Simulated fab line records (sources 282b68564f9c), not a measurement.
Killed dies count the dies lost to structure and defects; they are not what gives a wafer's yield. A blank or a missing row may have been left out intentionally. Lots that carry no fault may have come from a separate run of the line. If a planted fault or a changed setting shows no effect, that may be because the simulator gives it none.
A struck lot beside a sound one | flow rit cmos | 16 steps out of a route of 202
Sound: wafers L655.2, L655.4, L655.6. Wafers struck: L659.1, L659.4, L659.5. Last of all comes the cause.
For every step that has rows: the tool of each side, followed by ch and its chambers, followed by its first start. Under that, the readings that differ: sound wafers | struck wafers | difference of the means | sigmas: that difference in standard deviations of wafers without a fault.
alike: words and numbers the same on both sides, and readings whose means are apart by under 2 such deviations; not compared: readings that were withheld, readings missing a value for some wafer, numbers with overlapping values and no deviation given by the record, and bounds like >300 which may hide the same value.
The two part at a step that has a row with sigmas, a row that says differs or no value, or rows on one side only. When numbers do not overlap yet have no deviation, they are printed without sigmas and do not part them. A reading that every wafer of one side lacks parts them only if that side has two wafers or more.

first, 4 steps without rows for these wafers: RIT_ACTIVE_SOFTBAKE_07 (time 60 s); RIT_ACTIVE_EXPOSE_08 (exposes mask M1, target cd 1400 nm); RIT_ACTIVE_PEB_09; RIT_ACTIVE_DEVELOP_10 (develop time 50 s).
RIT_ACTIVE_CD_MEAS_11: target cd 1400 nm.
  sound on cd sem-01, day 3 16:35; struck on cd sem-01, day 4 12:26
  alike: cd nm
then, 1 step without rows for these wafers: RIT_ACTIVE_HARDBAKE_12 (time 60 s).
RIT_ACTIVE_ETCH_13: etches Si3N4 in SF6, stops on SiO2, time 210 s, target depth 210 nm.
  sound on rie diel-02 ch 1,2,3, day 3 16:50; struck on rie diel-04 ch 0,2, day 4 12:43
  alike: drypump motor current A, oes product au, throttle valve pct
  not compared: rf hours counter h
RIT_ACTIVE_STRIP_14: strips in O2, time 180 s.
  sound on plasma asher-03 ch 0,1, day 3 16:58; struck on plasma asher-01 ch 0,1, day 4 12:50
  alike: drypump motor current A
  not compared: rf hours counter h
RIT_ACTIVE_CD_MEAS_90: target cd 1400 nm.
  sound on cd sem-02, day 3 17:10; struck on cd sem-02, day 4 13:01
  alike: cd nm
then, 3 steps without rows for these wafers: RIT_ACTIVE_CLEAN_15 (cleans in SC1, time 600 s); RIT_ACTIVE_CLEAN_16 (cleans in dHF, time 30 s); RIT_ACTIVE_CLEAN_17 (cleans in SC2, time 600 s).
RIT_FOX1_OXIDATION_00: target thk 350.7 nm, ox time 1130 s.
  sound on furnace-01 ch 0, day 3 17:38; struck on furnace-04 ch 0, day 4 13:53
  reading                                     | sound             | struck            | difference | sigmas
  ox time s (s)                               | 1130 1130 1130    | 904 904 904       | -226       |
  model.SiO2_of_FOX1_OXIDATION_00.thk nm (nm) | 353.4 349.5 344.6 | 305.5 302.9 304.4 | -44.9      |
RIT_FOX1_THK_MEAS_01:
  sound on film metro-04, day 3 18:58; struck on film metro-01, day 4 15:11
  reading             | sound       | struck      | difference | sigmas
  FOX1_OXIDE_THK (nm) | 354 349 345 | 306 303 304 | -45        | -7
then, 1 step without rows for these wafers: RIT_FOX1_WET_ETCH_02 (etches SiO2 in BOE, target depth 350 nm, time 390 s).
RIT_M1_PROBE_99:
  sound on prober-02, day 5 11:08; struck on prober-02, day 6 08:34
  reading                             | sound          | struck         | difference | sigmas
  model.etest.nplus sal.width nm (nm) | 3454 3449 3478 | 3516 3510 3526 | +57        |
  model.etest.pplus sal.width nm (nm) | 3464 3456 3473 | 3513 3514 3514 | +49        |
  model.etest.nldd.width nm (nm)      | 3173 3193 3202 | 3241 3258 3220 | +50        |
  model.etest.pldd.width nm (nm)      | 3189 3192 3210 | 3233 3249 3244 | +45        |
  alike: killed at front end, killed dies, killed open, killed short

## WHERE THEY PART
At RIT_FOX1_THK_MEAS_01 and nowhere else, as far as this record goes. Later steps at which nothing parts them and some readings are alike: RIT_M1_PROBE_99.

WHY: whatever the simulator had introduced
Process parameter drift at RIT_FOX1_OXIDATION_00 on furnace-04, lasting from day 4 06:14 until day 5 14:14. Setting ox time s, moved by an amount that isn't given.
